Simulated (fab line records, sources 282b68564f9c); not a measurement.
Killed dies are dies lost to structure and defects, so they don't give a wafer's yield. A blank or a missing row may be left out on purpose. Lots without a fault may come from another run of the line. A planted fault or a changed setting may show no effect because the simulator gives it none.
Which tool did it? | flow rit_cmos | 14 lots, 42 wafers sampled, at 5 steps of a route of 202

WHAT THE GAUGES READ, wafer by wafer
RIT_CONTACT_CD_MEAS_90: target cd 1000 nm.
lot  | measured    | on        | cd_nm (nm)
L479 | day 3 11:09 | cd_sem-01 | 999.8 1000.8 1001.2
L480 | day 3 16:17 | cd_sem-02 | 993.8 994.0 993.7
L483 | day 4 05:08 | cd_sem-02 | 1001.5 1003.3 999.1
L484 | day 4 13:06 | cd_sem-01 | 1001.2 1000.6 1000.3
L485 | day 4 20:03 | cd_sem-02 | 1000.0 996.0 998.7
L486 | day 4 22:23 | cd_sem-01 | 996.8 1000.5 997.4
L487 | day 5 01:43 | cd_sem-02 | 999.0 997.2 998.7
L488 | day 5 08:43 | cd_sem-02 | 997.7 994.9 996.5
L489 | day 5 17:40 | cd_sem-01 | 999.1 995.7 998.0
L493 | day 6 09:31 | cd_sem-01 | 1002.1 1001.3 1001.2
L496 | day 7 06:16 | cd_sem-01 | 999.1 1002.6 1000.0
L499 | day 8 16:43 | cd_sem-02 | 1000.4 1000.9 999.5
L500 | day 8 18:42 | cd_sem-01 | 1001.8 1001.4 1000.4
L501 | day 9 04:01 | cd_sem-02 | 1002.9 1001.7 1002.4

RIT_M1_CD_MEAS_90: target cd 2600 nm.
lot  | measured    | on        | cd_nm (nm)
L479 | day 3 13:55 | cd_sem-01 | 2598.5 2598.6 2600.6
L480 | day 3 19:14 | cd_sem-02 | 2602.1 2602.9 2602.2
L483 | day 4 07:56 | cd_sem-02 | 2599.8 2601.0 2598.9
L484 | day 4 16:12 | cd_sem-01 | 2598.1 2601.3 2600.8
L485 | day 4 23:02 | cd_sem-02 | 2600.7 2598.0 2599.9
L486 | day 5 01:37 | cd_sem-01 | 2593.8 2596.1 2595.1
L487 | day 5 04:35 | cd_sem-01 | 2601.4 2598.6 2596.1
L488 | day 5 11:37 | cd_sem-02 | 2595.8 2598.4 2595.9
L489 | day 5 20:32 | cd_sem-02 | 2598.2 2601.1 2598.9
L493 | day 6 12:16 | cd_sem-01 | 2597.0 2598.5 2598.3
L496 | day 7 09:08 | cd_sem-01 | 2585.0 2588.6 2587.5
L499 | day 8 19:35 | cd_sem-02 | 2585.0 2586.0 2587.5
L500 | day 8 21:36 | cd_sem-02 | 2600.1 2602.2 2598.9
L501 | day 9 06:54 | cd_sem-01 | 2598.7 2595.3 2596.3

RIT_M1_BOW_MEAS_16.
lot  | measured    | on            | M1_BOW (um)
L479 | day 3 15:32 | film_metro-04 | 16 6 5
L480 | day 3 20:51 | film_metro-01 | 15 24 24
L483 | day 4 09:34 | film_metro-02 | 22 20 17
L484 | day 4 17:49 | film_metro-01 | 19 21 19
L485 | day 5 00:40 | film_metro-01 | 23 16 9
L486 | day 5 03:14 | film_metro-02 | 19 18 39
L487 | day 5 06:12 | film_metro-01 | 19 14 15
L488 | day 5 13:14 | film_metro-02 | 21 18 14
L489 | day 5 22:09 | film_metro-01 | 27 7 -2
L493 | day 6 13:53 | film_metro-02 | 27 24 22
L496 | day 7 12:11 | film_metro-04 | 8 8 23
L499 | day 8 21:13 | film_metro-02 | 29 10 11
L500 | day 8 23:13 | film_metro-01 | 6 23 17
L501 | day 9 08:31 | film_metro-04 | 13 20 14

WHICH TOOL RAN EACH LOT (tool, then ch and the chambers of the sampled wafers, then the start)
lot  | RIT_PSD_STRIP_09                    | RIT_M1_METAL_ETCH_12
L479 | plasma_asher-01 ch 0,1, day 3 07:20 | rie_metal-01 ch 0,1, day 3 13:22
L480 | plasma_asher-04 ch 0,1, day 3 12:39 | rie_metal-03 ch 0,1, day 3 18:43
L483 | plasma_asher-03 ch 0,1, day 4 01:35 | rie_metal-03 ch 0,1, day 4 07:26
L484 | plasma_asher-01 ch 0,1, day 4 09:43 | rie_metal-02 ch 0,1, day 4 15:40
L485 | plasma_asher-04 ch 0,1, day 4 16:22 | rie_metal-01 ch 0,1, day 4 22:31
L486 | plasma_asher-03 ch 0,1, day 4 18:53 | rie_metal-03 ch 0,1, day 5 01:06
L487 | plasma_asher-01 ch 0,1, day 4 22:16 | rie_metal-02 ch 0,1, day 5 04:05
L488 | plasma_asher-03 ch 0,1, day 5 05:10 | rie_metal-01 ch 0, day 5 11:05
L489 | plasma_asher-04 ch 0,1, day 5 14:08 | rie_metal-03 ch 0,1, day 5 20:00
L493 | plasma_asher-01 ch 0,1, day 6 06:07 | rie_metal-01 ch 0,1, day 6 11:45
L496 | plasma_asher-04 ch 0,1, day 7 02:44 | rie_metal-01 ch 0,1, day 7 08:38
L499 | plasma_asher-03 ch 0,1, day 8 13:16 | rie_metal-01 ch 0,1, day 8 19:05
L500 | plasma_asher-04 ch 0,1, day 8 15:09 | rie_metal-03 ch 0,1, day 8 21:05
L501 | plasma_asher-01 ch 0,1, day 9 00:01 | rie_metal-02 ch 0,1, day 9 06:22
- RIT_PSD_STRIP_09: strips in O2, time 180 s.
- RIT_M1_METAL_ETCH_12: etches Al in Cl2/BCl3, stops on SiO2, time 165 s, target depth 600 nm.

WHAT THE TOOLS THEMSELVES READ (means of the sampled wafers that have a number; where no wafer has one, the mark that the record gives instead)
RIT_PSD_STRIP_09.
lot  | tool            | drypump_motor_current_A (A)
L479 | plasma_asher-01 | 5.4
L480 | plasma_asher-04 | 5.3
L483 | plasma_asher-03 | 6.2
L484 | plasma_asher-01 | 5.5
L485 | plasma_asher-04 | 5.3
L486 | plasma_asher-03 | 6.1
L487 | plasma_asher-01 | 5.4
L488 | plasma_asher-03 | 6.1
L489 | plasma_asher-04 | 5.3
L493 | plasma_asher-01 | 5.4
L496 | plasma_asher-04 | 5.3
L499 | plasma_asher-03 | 6.2
L500 | plasma_asher-04 | 5.3
L501 | plasma_asher-01 | 5.6

RIT_M1_METAL_ETCH_12.
lot  | tool         | drypump_motor_current_A (A) | he_backside_leak_sccm (sccm) | oes_product_au (a.u.) | throttle_valve_pct (%)
L479 | rie_metal-01 | 5.4                         | 3.4                          | 0.777                 | 8.24
L480 | rie_metal-03 | 5.2                         | 3.4                          | 0.787                 | 8.27
L483 | rie_metal-03 | 5.4                         | 3.4                          | 0.782                 | 8.26
L484 | rie_metal-02 | 5.8                         | 3.4                          | 0.784                 | 8.27
L485 | rie_metal-01 | 5.4                         | 3.2                          | 0.777                 | 8.24
L486 | rie_metal-03 | 5.3                         | 3.3                          | 0.790                 | 8.27
L487 | rie_metal-02 | 5.9                         | 3.2                          | 0.783                 | 8.27
L488 | rie_metal-01 | 5.3                         | 3.4                          | 0.766                 | 8.30
L489 | rie_metal-03 | 5.2                         | 3.4                          | 0.790                 | 8.27
L493 | rie_metal-01 | 5.4                         | 3.3                          | 0.782                 | 8.24
L496 | rie_metal-01 | 5.4                         | 3.5                          | 0.636                 | 8.27
L499 | rie_metal-01 | 5.3                         | 3.4                          | 0.633                 | 8.29
L500 | rie_metal-03 | 5.2                         | 3.5                          | 0.787                 | 8.28
L501 | rie_metal-02 | 6.1                         | 3.3                          | 0.777                 | 8.33

THE ANSWER, worked out from the rows above alone
Rule: what is usual is taken from the lots themselves. Put in order of their means at a reading, lots are off if they are a third of the lots or fewer, leave a main group of 4 or more, and stand apart from it by a gap of 3 or more times the standard deviation of the main group's means; of several such gaps the widest counts. A main group whose means are all the same, to the digits that the tables above print for the reading, isn't used. A lot without any number at a reading at which 4 lots or more have one is off too. The other lots that the step has rows for count as sound. The gauges are gone through in route order, then the tools' own readings, and for those a lot's mean is taken as printed above. The first step at which some lot is off is used, and at that step the reading that is off furthest; a lot without a number counts as furthest.
Off: L496, L499, at RIT_M1_CD_MEAS_90 (cd_nm). The main group: mean 2598.8 nm, standard deviation 1.9.
A tool fits if, at a process step before that reading, it ran every lot that is off, and no sound lot after the first of them. The gauges at RIT_M1_CD_MEAS_90 aren't tried: what is off there is off at RIT_M1_METAL_ETCH_12 too, on other tools, and a gauge's error can't cause that. One fits: rie_metal-01 at RIT_M1_METAL_ETCH_12. Its last sound lot is L493 (day 6 11:45), its first lot that is off L496 (day 7 08:38): a fault that began between those two fits.
The tool's own readings at RIT_M1_METAL_ETCH_12 bear it out: on the lots that are off they differ by more than 5 times the standard deviation of the sound lots' means. oes_product_au reads 0.635 a.u. there against 0.782 a.u. on the sound lots.

WHAT THE SIMULATOR HAD PUT IN
Process parameter drift: rie_metal-01, from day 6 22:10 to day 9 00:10, at RIT_M1_METAL_ETCH_12. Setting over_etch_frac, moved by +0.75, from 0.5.
Lots struck among those shown: L496, L499. The rule above found the same.
